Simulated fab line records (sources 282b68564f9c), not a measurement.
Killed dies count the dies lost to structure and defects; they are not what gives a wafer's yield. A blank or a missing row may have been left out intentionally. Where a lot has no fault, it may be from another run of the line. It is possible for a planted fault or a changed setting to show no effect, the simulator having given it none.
fab line records	flow ritCmos
record lots=6	wafers=18	lastDay=7
route steps=202 shown SPACER@127 NSD@131 PSD@143 SDANNEAL@153 M1@202
lots that met no fault: from a run of the same line without faults
startH: start of the lot's first displayed wafer, in hours after the record's first day	waitH: hours since the lot's step before	" same as the row above	L1.1+2: several wafers, shown together as one row	- no value present, or no start provided	* or withheld: withheld	< > ~ a bound
route shown NAME@n: names a module that has steps shown in the file, with the first one's number in the route	usual: mean/standard deviation of fault-free wafers	same: alike in all rows	chamber/n: place in a boat	sites: the reading at each site	_std_site: their standard deviation	_edge_site: inner sites' mean taken away from outer sites' mean	radiusMm: for every site, how far away it sits from the centre of the wafer	mask NAME#n: copy n	behind: the most recent tool/chamber to have shaped the wafer	hold: why the lot went on hold/how many hours it stayed there/how the hold came to an end	device: the n, p or np transistor that did not switch	end of line: the same wafers' tests at the end of the route	a step with no rows: only its recipe	killed: the dies lost at the first sort to structure and to defects; this is not the yield of the wafer	map: a wafer's dies, marking killed ones x, the rest . and places with no die _
set.NAME: the setting as run; set.NAME@STEP: as run at that earlier step	model.NAME: the simulator's own value behind a step, which no gauge read
certain route steps with their lots: each step a table, each wafer a row
services: when a tool's chamber went out of use (startH, in hours from the record's first day, below 0 if earlier), for how many hours, and the reason
## steps
# step RIT_SPACER_CLEAN_02
# recipe chemistry=SC2	mix=3:3:50	timeS=600	tempC=75	dry=n2Spin
# step RIT_SPACER_CVD_03
# recipe material=Si3N4	targetThkNm=250	tempC=810	precursor=SiH2Cl2/NH3	timeS=3300	pressureMtorr=300	sih2cl2FlowSccm=60	nh3FlowSccm=150
# step RIT_SPACER_THK_MEAS_04
# recipe reads=Si3N4_of_SPACER_CVD_03
# usual SPACER_NITRIDE_THK=251.3/2.3
lot.wafer	tool	chamber	startH	waitH	SPACER_NITRIDE_THK[nm]
L348.3	filmMetro-01	-	46.00	0.0	251.5
L348.4	"	-	"	"	249.4
L348.6	"	-	"	"	250.1
L357.1	filmMetro-01	-	90.45	0.0	252.4
L357.2	"	-	"	"	250.6
L357.6	"	-	"	"	248.1
L358.2	filmMetro-04	-	95.54	0.0	249.0
L358.3	"	-	"	"	249.7
L358.6	"	-	"	"	250.6
L362.4	filmMetro-04	-	116.12	0.0	251.9
L362.5	"	-	"	"	253.6
L362.6	"	-	"	"	252.1
L365.2	filmMetro-02	-	131.90	0.0	253.6
L365.3	"	-	"	"	254.0
L365.6	"	-	"	"	254.8
L370.2	filmMetro-01	-	157.97	0.0	250.6
L370.3	"	-	"	"	249.0
L370.5	"	-	"	"	250.3
# step RIT_SPACER_ETCHBACK_05
# recipe targetDepthA=2500	SF6_flow_sccm=30	CHF3_flow_sccm=30	target=Si3N4	chemistry=SF6/CHF3	pressureMtorr=40	rfW=250	timeS=240	stopOn=SiO2
# usual drypumpMotorCurrentA=5.7/0.46	oesProductAu=0.843/0.012	throttleValvePct=10.24/0.15
lot.wafer	tool	chamber	startH	waitH	drypumpMotorCurrentA	oesProductAu	rfHoursCounterH	throttleValvePct
L348.3	rieDiel-01	2	46.04	0.0	5.7	0.851	23	10.13
L348.4	"	0	"	"	5.5	0.808	114	10.44
L348.6	"	1	"	"	6.4	0.822	-	10.38
L357.1	rieDiel-02	2	90.51	0.1	5.8	0.854	58	10.24
L357.2	"	0	"	"	5.4	0.846	93	9.98
L357.6	"	0	"	"	5.4	0.838	-	9.97
L358.2	rieDiel-01	1	95.59	0.0	6.4	0.820	151	10.38
L358.3	"	0	"	"	5.5	0.807	115	10.43
L358.6	"	3	"	"	5.2	0.842	-	10.25
L362.4	rieDiel-04	2	116.22	0.1	6.7	0.854	-	10.32
L362.5	"	1	"	"	4.9	0.847	-	10.32
L362.6	"	0	"	"	6.0	0.852	-	10.38
L365.2	rieDiel-01	2	131.95	0.0	5.7	0.853	25	10.13
L365.3	"	1	"	"	6.4	0.831	151	10.35
L365.6	"	3	"	"	5.2	0.855	-	10.25
L370.2	rieDiel-02	2	158.02	0.0	5.8	0.842	59	10.24
L370.3	"	1	"	"	5.7	0.851	90	10.23
L370.5	"	2	"	"	5.8	0.838	-	10.23
# step RIT_NSD_HMDS_00
# recipe primeTimeS=60	primeTempC=140
# step RIT_NSD_COAT_01
# recipe resist=NOVOLAK	spinRpm=3250	resistThkNm=1000
# step RIT_NSD_SOFTBAKE_02
# recipe resist=NOVOLAK	tempC=90	timeS=60
# step RIT_NSD_EXPOSE_03
# recipe maskId=M9	na=0.57	targetCdNm=40700	doseMj=250
# step RIT_NSD_PEB_04
# recipe resist=NOVOLAK	tempC=withheld	timeS=withheld
# step RIT_NSD_DEVELOP_05
# recipe resist=NOVOLAK	developTimeS=50	devTempC=23
# step RIT_NSD_OVL_MEAS_06
# usual NSD_OVL=0.0/1.4
lot.wafer	tool	chamber	startH	waitH	NSD_OVL[nm]
L348.3	overlay-02	-	47.06	-	-2.0
L348.4	"	-	"	"	-1.9
L348.6	"	-	"	"	-1.5
L357.1	overlay-02	-	91.51	-	2.1
L357.2	"	-	"	"	0.2
L357.6	"	-	"	"	2.4
L358.2	overlay-01	-	96.59	-	2.1
L358.3	"	-	"	"	-0.7
L358.6	"	-	"	"	1.4
L362.4	overlay-01	-	117.40	-	-0.5
L362.5	"	-	"	"	-2.6
L362.6	"	-	"	"	0.2
L365.2	overlay-01	-	133.08	-	0.8
L365.3	"	-	"	"	0.5
L365.6	"	-	"	"	-0.9
L370.2	overlay-01	-	159.17	-	0.5
L370.3	"	-	"	"	-2.1
L370.5	"	-	"	"	-0.5
# step RIT_NSD_HARDBAKE_07
# recipe resist=NOVOLAK	tempC=140	timeS=60
# step RIT_NSD_IMPLANT_08
# recipe species=P	energyKev=25	doseCm2=1e+15	tiltDeg=7
# usual doseIonsCm2=9.999e+14/8.5e+11	endStationPressureTorr=7.5e-06/3.9e-07	faradayCurrentUA=3138/57
lot.wafer	tool	chamber	startH	waitH	doseIonsCm2	endStationPressureTorr	faradayCurrentUA
L348.3	implanter-02	0	47.28	0.1	9.998e+14	7.3e-06	3069
L348.4	"	0	"	"	9.988e+14	7.1e-06	3231
L348.6	"	0	"	"	9.999e+14	6.7e-06	3216
L357.1	implanter-04	0	91.69	0.1	1.6236e+15	9.5e-06	5124
L357.2	"	0	"	"	1.6245e+15	9.2e-06	4982
L357.6	"	0	"	"	1.6254e+15	8.9e-06	5104
L358.2	implanter-04	0	96.80	0.1	1.6241e+15	9.7e-06	4866
L358.3	"	0	"	"	1.6255e+15	9.1e-06	5020
L358.6	"	0	"	"	1.6247e+15	8.2e-06	5186
L362.4	implanter-01	0	117.64	0.1	9.987e+14	8.8e-06	3157
L362.5	"	0	"	"	1.0007e+15	7.9e-06	3137
L362.6	"	0	"	"	9.989e+14	7.1e-06	3070
L365.2	implanter-01	0	133.29	0.1	1.0001e+15	6.9e-06	3228
L365.3	"	0	"	"	9.997e+14	7.9e-06	3104
L365.6	"	0	"	"	1.0005e+15	7.4e-06	3171
L370.2	implanter-01	0	159.38	0.1	9.995e+14	8.3e-06	3144
L370.3	"	0	"	"	9.985e+14	8.2e-06	3074
L370.5	"	0	"	"	9.989e+14	7.8e-06	3176
# step RIT_NSD_STRIP_09
# recipe chemistry=O2	timeS=180	resist=NOVOLAK	platenTempC=withheld	powerW=500	pressureMtorr=4000	o2FlowSccm=4000
# usual drypumpMotorCurrentA=5.8/0.59
lot.wafer	tool	chamber	startH	waitH	drypumpMotorCurrentA	rfHoursCounterH
L348.3	plasmaAsher-02	1	47.44	0.1	5.1	-
L348.4	"	0	"	"	6.1	-
L348.6	"	1	"	"	5.2	-
L357.1	plasmaAsher-02	0	91.84	0.1	6.2	48
L357.2	"	1	"	"	5.2	48
L357.6	"	0	"	"	6.2	-
L358.2	plasmaAsher-02	0	96.92	0.1	6.1	49
L358.3	"	0	"	"	6.2	-
L358.6	"	1	"	"	5.1	-
L362.4	plasmaAsher-01	1	117.77	0.1	5.2	-
L362.5	"	0	"	"	5.2	-
L362.6	"	1	"	"	5.2	-
L365.2	plasmaAsher-02	0	133.41	0.1	6.1	53
L365.3	"	1	"	"	5.1	-
L365.6	"	1	"	"	5.1	-
L370.2	plasmaAsher-03	0	159.50	0.1	6.7	55
L370.3	"	0	"	"	6.7	-
L370.5	"	1	"	"	5.7	-
# step RIT_NSD_TW_MEAS_10
# usual NSD_TW=3119/31
lot.wafer	tool	chamber	startH	waitH	hold	NSD_TW
L348.3	filmMetro-03	-	47.58	0.1	-	3141
L348.4	"	-	"	"	-	3147
L348.6	"	-	"	"	-	3131
L357.1	filmMetro-03	-	92.02	0.1	awaitDispo/0.2h/release	3465
L357.2	"	-	"	"	awaitDispo/0.2h/release	3472
L357.6	"	-	"	"	awaitDispo/0.2h/release	3485
L357.1	filmMetro-03	-	92.24	0.2	-	3450
L357.2	"	-	"	"	-	3464
L357.6	"	-	"	"	-	3451
L358.2	filmMetro-04	-	97.11	0.1	awaitDispo/0.2h/release	3379
L358.3	"	-	"	"	awaitDispo/0.2h/release	3373
L358.6	"	-	"	"	awaitDispo/0.2h/release	3374
L358.2	filmMetro-04	-	97.46	0.3	-	3376
L358.3	"	-	"	"	-	3380
L358.6	"	-	"	"	-	3361
L362.4	filmMetro-04	-	117.92	0.1	-	3081
L362.5	"	-	"	"	-	3073
L362.6	"	-	"	"	-	3068
L365.2	filmMetro-04	-	133.60	0.1	-	3093
L365.3	"	-	"	"	-	3083
L365.6	"	-	"	"	-	3091
L370.2	filmMetro-03	-	159.69	0.1	-	3141
L370.3	"	-	"	"	-	3132
L370.5	"	-	"	"	-	3123
# step RIT_PSD_COAT_01
# recipe resist=NOVOLAK	spinRpm=3250	resistThkNm=1000
# step RIT_PSD_SOFTBAKE_02
# recipe resist=NOVOLAK	tempC=90	timeS=60
# step RIT_PSD_EXPOSE_03
# recipe maskId=M10	na=0.57	targetCdNm=40900	doseMj=250
# step RIT_PSD_PEB_04
# recipe resist=NOVOLAK	tempC=withheld	timeS=withheld
# step RIT_PSD_DEVELOP_05
# recipe resist=NOVOLAK	developTimeS=50	devTempC=23
# step RIT_PSD_OVL_MEAS_06
# usual PSD_OVL=0.1/1.2
lot.wafer	tool	chamber	startH	waitH	PSD_OVL[nm]
L348.3	overlay-01	-	48.48	-	-2.3
L348.4	"	-	"	"	-1.6
L348.6	"	-	"	"	-0.8
L357.1	overlay-02	-	98.45	-	1.1
L357.2	"	-	"	"	0.7
L357.6	"	-	"	"	0.2
L358.2	overlay-02	-	101.68	-	0.6
L358.3	"	-	"	"	-0.2
L358.6	"	-	"	"	-0.4
L362.4	overlay-02	-	118.82	-	1.9
L362.5	"	-	"	"	0.5
L362.6	"	-	"	"	0.1
L365.2	overlay-01	-	134.63	-	1.8
L365.3	"	-	"	"	0.0
L365.6	"	-	"	"	0.1
L370.2	overlay-01	-	160.72	-	1.3
L370.3	"	-	"	"	2.5
L370.5	"	-	"	"	1.1
# step RIT_PSD_HARDBAKE_07
# recipe resist=NOVOLAK	tempC=140	timeS=60
# step RIT_PSD_IMPLANT_08
# recipe species=BF2	energyKev=27	doseCm2=5e+15	tiltDeg=7
# step RIT_PSD_STRIP_09
# recipe chemistry=O2	timeS=180	resist=NOVOLAK	platenTempC=withheld	powerW=500	pressureMtorr=4000	o2FlowSccm=4000
# usual drypumpMotorCurrentA=5.8/0.49
lot.wafer	tool	chamber	startH	waitH	drypumpMotorCurrentA	rfHoursCounterH
L348.3	plasmaAsher-02	1	48.86	0.1	5.2	-
L348.4	"	0	"	"	6.1	-
L348.6	"	0	"	"	6.2	-
L357.1	plasmaAsher-02	0	98.79	0.1	6.2	48
L357.2	"	1	"	"	5.1	48
L357.6	"	1	"	"	5.2	-
L358.2	plasmaAsher-02	1	102.30	0.1	5.2	49
L358.3	"	1	"	"	5.1	-
L358.6	"	0	"	"	6.2	-
L362.4	plasmaAsher-04	1	119.19	0.1	5.7	-
L362.5	"	1	"	"	5.7	-
L362.6	"	0	"	"	5.9	-
L365.2	plasmaAsher-02	0	134.96	0.1	6.2	53
L365.3	"	0	"	"	6.2	-
L365.6	"	0	"	"	6.2	-
L370.2	plasmaAsher-04	1	161.05	0.1	5.7	4
L370.3	"	1	"	"	5.7	-
L370.5	"	1	"	"	5.7	-
# step RIT_PSD_TW_MEAS_10
# usual PSD_TW=3438/29
lot.wafer	tool	chamber	startH	waitH	PSD_TW
L348.3	filmMetro-04	-	49.00	0.1	3425
L348.4	"	-	"	"	3433
L348.6	"	-	"	"	3424
L357.1	filmMetro-01	-	99.93	1.1	3436
L357.2	"	-	"	"	3439
L357.6	"	-	"	"	3443
L358.2	filmMetro-03	-	102.48	0.1	3439
L358.3	"	-	"	"	3456
L358.6	"	-	"	"	3454
L362.4	filmMetro-04	-	119.34	0.1	3410
L362.5	"	-	"	"	3374
L362.6	"	-	"	"	3378
L365.2	filmMetro-04	-	135.14	0.1	3375
L365.3	"	-	"	"	3400
L365.6	"	-	"	"	3393
L370.2	filmMetro-04	-	161.23	0.1	3400
L370.3	"	-	"	"	3397
L370.5	"	-	"	"	3391
# step RIT_SDANNEAL_CLEAN_00
# recipe chemistry=SC1	mix=3:3:50	timeS=600	tempC=75
# step RIT_SDANNEAL_CLEAN_01
# recipe chemistry=dHF	dilution=50:1	timeS=30
# step RIT_SDANNEAL_CLEAN_02
# recipe chemistry=SC2	mix=3:3:50	timeS=600	tempC=75	dry=n2Spin
# step RIT_SDANNEAL_RTA_03
# recipe tempC=1050	timeS=5	idleTempC=600	rampUpCPerS=342	rampDownCPerS=171	coolToC=600	ambient=N2
# usual rampDownCPerS=171.00/0.029	wafer_temp_C_max=1053.4/1.1
lot.wafer	tool	chamber	startH	waitH	rampDownCPerS	wafer_temp_C_max
L348.3	rtpAnneal-02	0	49.42	0.0	171.00	1053.4
L348.4	"	0	"	"	171.04	1053.6
L348.6	"	0	"	"	171.00	1053.5
L357.1	rtpAnneal-01	0	100.38	0.0	170.99	1054.5
L357.2	"	0	"	"	170.95	1053.7
L357.6	"	0	"	"	170.98	1053.0
L358.2	rtpAnneal-02	0	104.12	0.0	170.99	1053.0
L358.3	"	0	"	"	171.03	1054.7
L358.6	"	0	"	"	171.03	1055.7
L362.4	rtpAnneal-02	0	119.77	0.0	171.01	1053.3
L362.5	"	0	"	"	171.02	1052.8
L362.6	"	0	"	"	171.02	1053.0
L365.2	rtpAnneal-01	0	135.57	0.0	171.01	1053.7
L365.3	"	0	"	"	171.01	1054.7
L365.6	"	0	"	"	170.98	1053.9
L370.2	rtpAnneal-02	0	161.69	0.0	171.05	1052.9
L370.3	"	0	"	"	170.98	1055.3
L370.5	"	0	"	"	171.00	1054.2
# step RIT_SDANNEAL_RS_MEAS_04
# recipe thkMeasGauge=four-point-probe
# usual PSD_RS=115.9/0.33
lot.wafer	tool	chamber	startH	waitH	PSD_RS[ohm/sq]
L348.3	filmMetro-04	-	49.50	0.1	115.6
L348.4	"	-	"	"	115.6
L348.6	"	-	"	"	115.8
L357.1	filmMetro-01	-	100.44	0.0	115.6
L357.2	"	-	"	"	115.8
L357.6	"	-	"	"	115.6
L358.2	filmMetro-04	-	104.27	0.1	116.0
L358.3	"	-	"	"	116.3
L358.6	"	-	"	"	116.3
L362.4	filmMetro-03	-	119.86	0.1	116.4
L362.5	"	-	"	"	116.1
L362.6	"	-	"	"	116.2
L365.2	filmMetro-04	-	135.64	0.1	115.6
L365.3	"	-	"	"	115.6
L365.6	"	-	"	"	116.0
L370.2	filmMetro-03	-	161.76	0.1	115.6
L370.3	"	-	"	"	116.0
L370.5	"	-	"	"	115.8
# step RIT_SDANNEAL_RS_MEAS_05
# recipe thkMeasGauge=four-point-probe
# usual NSD_RS=84.41/0.26
lot.wafer	tool	chamber	startH	waitH	hold	NSD_RS[ohm/sq]
L348.3	filmMetro-04	-	49.62	0.1	-	84.23
L348.4	"	-	"	"	-	84.38
L348.6	"	-	"	"	-	84.02
L357.1	filmMetro-01	-	100.56	0.1	awaitDispo/0.2h/release	59.06
L357.2	"	-	"	"	awaitDispo/0.2h/release	58.94
L357.6	"	-	"	"	awaitDispo/0.2h/release	58.84
L357.1	filmMetro-01	-	100.85	0.3	-	59.03
L357.2	"	-	"	"	-	58.92
L357.6	"	-	"	"	-	58.88
L358.2	filmMetro-04	-	104.51	0.2	awaitDispo/0.2h/release	58.95
L358.3	"	-	"	"	awaitDispo/0.2h/release	59.10
L358.6	"	-	"	"	awaitDispo/0.2h/release	58.86
L358.2	filmMetro-04	-	104.88	0.4	-	58.98
L358.3	"	-	"	"	-	59.11
L358.6	"	-	"	"	-	58.99
L362.4	filmMetro-03	-	119.98	0.1	-	84.25
L362.5	"	-	"	"	-	84.39
L362.6	"	-	"	"	-	84.08
L365.2	filmMetro-04	-	135.76	0.1	-	84.12
L365.3	"	-	"	"	-	84.50
L365.6	"	-	"	"	-	84.60
L370.2	filmMetro-03	-	161.88	0.1	-	85.16
L370.3	"	-	"	"	-	85.11
L370.5	"	-	"	"	-	84.94
# step RIT_M1_PROBE_99
# usual defectLimitedYield=97.1/1.1	killedAtFrontEnd=7.5/2.8	killedDies=7.6/2.8	killedOnRim=2.0/1.6	killedOpen=3.9/2.1	killedShort=3.7/1.7	sort_bin_3_pad_short=0.1/0.2	sort_bin_5_function=1.7/0.85	sort_bin_6_memory=1.1/0.71	sortNPass=256.4/2.8	sortYieldPct=97.1/1.1
# same grossDies=264	killed_at_M0_to_M3=0	killed_at_M4_up=0	killedAtBackSide=0	killedAtContacts=0	killedAtOther=0
lot.wafer	tool	chamber	startH	waitH	defectLimitedYield[%]	killedAtFrontEnd	killedDies	killedOnRim	killedOpen	killedShort	sort_bin_3_pad_short[%]	sort_bin_5_function[%]	sort_bin_6_memory[%]	sortNPass	sortYieldPct[%]
L348.3	prober-01	-	57.64	0.2	95.8	11	11	4	5	6	0	3.0	1.1	253.0	95.8
L348.4	prober-01	-	57.69	0.2	94.7	14	14	5	7	7	0	2.3	3.0	250.0	94.7
L348.6	prober-01	-	57.79	0.2	98.1	5	5	1	2	3	0.4	0.8	0.8	259.0	98.1
L362.4	prober-01	-	128.59	0.2	97.3	7	7	1	3	4	0	1.9	0.8	257.0	97.3
L362.5	prober-01	-	128.64	0.2	97.3	7	7	0	3	4	0.4	1.1	1.1	257.0	97.3
L362.6	prober-01	-	128.69	0.2	96.6	9	9	3	3	5	0.4	1.1	1.9	255.0	96.6
L365.2	prober-02	-	143.20	0.1	95.1	13	13	5	5	8	0	3.8	1.1	251.0	95.1
L365.3	prober-02	-	143.25	0.2	97.3	7	7	1	3	4	0	1.1	1.5	257.0	97.3
L365.6	prober-02	-	143.40	0.2	96.6	9	9	3	3	6	0	1.9	1.5	255.0	96.6
L370.2	prober-01	-	169.53	0.1	95.5	12	12	2	6	5	0	3.0	1.5	252.0	95.5
L370.3	prober-01	-	169.58	0.2	98.9	3	3	1	2	1	0	1.1	0	261.0	98.9
L370.5	prober-01	-	169.68	0.2	95.8	11	11	5	6	5	0	1.9	2.3	253.0	95.8
# killed by level:class
L348.3 FOX2:geometricParticle:open=2 GATE:geometricParticle:open=2 REOX:geometricParticle:short=2 SPACER:geometricParticle:short=2 GATE:geometricParticle:short=1 SPACER:geometricParticle:open=1 SILICIDE:geometricParticle:short=1
L348.4 GATE:geometricParticle:short=4 FOX1:geometricParticle:open=3 GATE:geometricParticle:open=3 FOX1:geometricParticle:short=1 FOX2:geometricParticle:short=1 SILICIDE:geometricParticle:short=1 SILICIDE:geometricParticle:open=1
L348.6 GATE:geometricParticle:short=2 FOX1:geometricParticle:open=1 FOX2:geometricParticle:short=1 GATE:geometricParticle:open=1
L362.4 GATE:geometricParticle:short=2 REOX:geometricParticle:short=2 FOX1:geometricParticle:open=1 GATE:geometricParticle:open=1 SILICIDE:geometricParticle:open=1
L362.5 FOX1:geometricParticle:short=2 GATE:geometricParticle:short=2 GATE:geometricParticle:open=2 SPACER:geometricParticle:open=1
L362.6 GATE:geometricParticle:open=2 SILICIDE:geometricParticle:short=2 GATE:geometricParticle:short=1 REOX:geometricParticle:short=1 SPACER:geometricParticle:short=1 SILICIDE:geometricParticle:open=1 NLDD:coatMicrobubblePrinted=1
L365.2 GATE:geometricParticle:short=3 FOX1:geometricParticle:short=2 FOX1:geometricParticle:open=2 GATE:geometricParticle:open=2 FOX2:geometricParticle:short=1 REOX:geometricParticle:short=1 REOX:geometricParticle:open=1 SPACER:geometricParticle:short=1
L365.3 SILICIDE:geometricParticle:short=2 FOX1:geometricParticle:short=1 FOX2:geometricParticle:open=1 GATE:geometricParticle:short=1 SPACER:geometricParticle:open=1 SILICIDE:geometricParticle:open=1
L365.6 SILICIDE:geometricParticle:short=3 FOX1:geometricParticle:short=2 FOX1:geometricParticle:open=1 FOX2:geometricParticle:open=1 GATE:geometricParticle:short=1 SILICIDE:geometricParticle:open=1
L370.2 FOX1:geometricParticle:open=2 GATE:geometricParticle:open=2 SPACER:geometricParticle:short=2 FOX1:geometricParticle:short=1 FOX2:geometricParticle:short=1 REOX:geometricParticle:short=1 SPACER:geometricParticle:open=1 SILICIDE:geometricParticle:open=1
L370.3 FOX1:geometricParticle:short=1 FOX1:geometricParticle:open=1 SPACER:geometricParticle:open=1
L370.5 FOX1:geometricParticle:open=2 GATE:geometricParticle:open=2 GATE:geometricParticle:short=2 FOX1:geometricParticle:short=1 FOX2:geometricParticle:short=1 REOX:geometricParticle:short=1 SPACER:geometricParticle:open=1 SILICIDE:geometricParticle:open=1
## services
tool	chamber	startH	hours	kind
rieDiel-01	-	23.02	0.5	repair
implanter-02	-	26.43	3.8	repair
implanter-01	-	43.62	3.7	pm
implanter-02	-	57.03	3.3	repair
rieDiel-02	2	59.42	3.3	repair
implanter-04	-	74.82	4.0	repair
rieDiel-04	3	91.18	26.1	repair
plasmaAsher-04	-	108.75	9.0	pm
plasmaAsher-04	0	108.75	9.0	ventCycle
plasmaAsher-04	1	108.75	9.0	ventCycle
implanter-04	-	114.80	5.0	repair
plasmaAsher-04	0	117.75	-	clean
plasmaAsher-04	1	117.75	-	clean
rieDiel-04	3	123.26	11.2	repair
rieDiel-02	1	131.27	15.7	repair
plasmaAsher-03	-	132.28	2.8	pm
rieDiel-01	1	136.59	-	clean
rieDiel-01	1	136.59	16.5	scheduledDown
rieDiel-01	1	136.59	16.5	ventCycle
plasmaAsher-01	-	137.26	4.1	repair
implanter-02	-	141.49	2.8	repair
rieDiel-01	3	151.22	2.0	repair
implanter-01	-	152.90	3.9	repair
implanter-04	-	159.95	1.0	repair
## key
firstSign step=RIT_NSD_IMPLANT_08	reading=doseIonsCm2	direction=up	sigmas=99+	usual=9.999e+14	struck=1.6246e+15
effect step=RIT_NSD_IMPLANT_08	reading=faradayCurrentUA	direction=up	sigmas=33	usual=3138	struck=5047
effect step=RIT_NSD_TW_MEAS_10	reading=visit	direction=added
effect step=RIT_NSD_TW_MEAS_10	reading=NSD_TW	direction=up	sigmas=9.7	usual=3119	struck=3425
effect step=RIT_SDANNEAL_RS_MEAS_05	reading=visit	direction=added
effect step=RIT_SDANNEAL_RS_MEAS_05	reading=NSD_RS	direction=down	sigmas=97	usual=84.41	struck=58.96
metAt RIT_NSD_IMPLANT_08
struckWafers L357.1,L357.2,L357.6,L358.2,L358.3,L358.6
scrappedBehind RIT_SDANNEAL_RS_MEAS_05 L357.1,L357.2,L357.6,L358.2,L358.3,L358.6
fault kind=processParameterDrift	tool=implanter-04	chamber=-	onsetH=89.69	steps=RIT_NSD_IMPLANT_08	channel=doseCm2	offset=6.2468e+14	shape=step	endH=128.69	actsIn=theseRecipesOnly	stated=1e+15
